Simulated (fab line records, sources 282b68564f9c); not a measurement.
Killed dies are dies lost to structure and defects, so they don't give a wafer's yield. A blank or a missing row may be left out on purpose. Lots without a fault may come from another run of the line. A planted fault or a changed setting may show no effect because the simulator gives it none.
A struck lot beside a sound one | flow rit_cmos | 21 steps out of a route of 202
Sound: wafers L980.2, L980.3, L980.6. Struck: wafers L998.1, L998.2, L998.4. The cause comes at the end.
At each step with rows: each side's tool, then ch and its chambers, then its first start. Under that, the readings that differ: sound wafers | struck wafers | difference of the means | sigmas: that difference in standard deviations of wafers without a fault.
alike: readings whose means differ by less than 2 such deviations, and words and numbers that are the same on both sides. not compared: withheld readings, readings that some wafer has no value for, bounds like >300 that may hide the same value, and numbers for which the record gives no deviation and whose values overlap.
The two part at a step that has a row with sigmas, a row that says differs or no value, or rows on one side only. Numbers that don't overlap but have no deviation are shown without sigmas and don't part them. A reading that every wafer of one side lacks parts them only if that side has two wafers or more.

first, 6 steps without rows for these wafers: RIT_NLDD_HMDS_00 (prime time 60 s); RIT_NLDD_COAT_01 (resist thk 1000 nm); RIT_NLDD_SOFTBAKE_02 (time 60 s); RIT_NLDD_EXPOSE_03 (exposes mask M7, target cd 40700 nm); RIT_NLDD_PEB_04; RIT_NLDD_DEVELOP_05 (develop time 50 s).
RIT_NLDD_OVL_MEAS_06:
  sound on overlay-02, day 2 20:01; struck on overlay-02, day 7 04:59
  alike: NLDD_OVL
then, 2 steps without rows for these wafers: RIT_NLDD_HARDBAKE_07 (time 60 s); RIT_NLDD_IMPLANT_08.
RIT_NLDD_STRIP_09: strips in O2, time 180 s.
  sound on plasma_asher-01 ch 0,1, day 2 20:20; struck on plasma_asher-02 ch 0,1, day 7 05:40
  alike: chamber_pressure_mTorr, drypump_motor_current_A
  not compared: rf_hours_counter_h
RIT_NLDD_TW_MEAS_10:
  sound on film_metro-04, day 2 20:31; struck on film_metro-04, day 7 05:50
  alike: NLDD_TW
then, 1 step without rows for these wafers: RIT_PLDD_HMDS_00 (prime time 60 s).
RIT_PLDD_COAT_01: resist thk 1000 nm.
  sound on litho_track-03 ch 0, day 2 20:45; struck on litho_track-02 ch 0, day 7 06:03
  reading                                   | sound          | struck          | difference | sigmas
  model.NOVOLAK_of_PLDD_COAT_01.thk_nm (nm) | 1015 1014 1014 | 920.2 917.2 919 | -95.5      |
  alike: chill_plate_temp_C
then, 4 steps without rows for these wafers: RIT_PLDD_SOFTBAKE_02 (time 60 s); RIT_PLDD_EXPOSE_03 (exposes mask M8, target cd 40900 nm); RIT_PLDD_PEB_04; RIT_PLDD_DEVELOP_05 (develop time 50 s).
RIT_PLDD_OVL_MEAS_06:
  sound on overlay-01, day 2 21:26; struck on overlay-01, day 7 06:53
  alike: PLDD_OVL
RIT_PLDD_HARDBAKE_07: time 60 s.
  sound on litho_track-01 ch 0, day 2 21:29; struck on litho_track-03 ch 0, day 7 07:02
  reading                                   | sound             | struck          | difference | sigmas
  model.NOVOLAK_of_PLDD_COAT_01.thk_nm (nm) | 896.8 895.6 895.8 | 814 811.3 812.9 | -83        |
  alike: chill_plate_temp_C, heater_power_total_W
then, 1 step without rows for these wafers: RIT_PLDD_IMPLANT_08.
RIT_M1_PROBE_99:
  the record has rows for the sound wafers here (prober-02, day 3 13:15) and none for the struck ones

WHERE THEY PART
Only at RIT_M1_PROBE_99, within this record.

WHY: what the simulator had put in
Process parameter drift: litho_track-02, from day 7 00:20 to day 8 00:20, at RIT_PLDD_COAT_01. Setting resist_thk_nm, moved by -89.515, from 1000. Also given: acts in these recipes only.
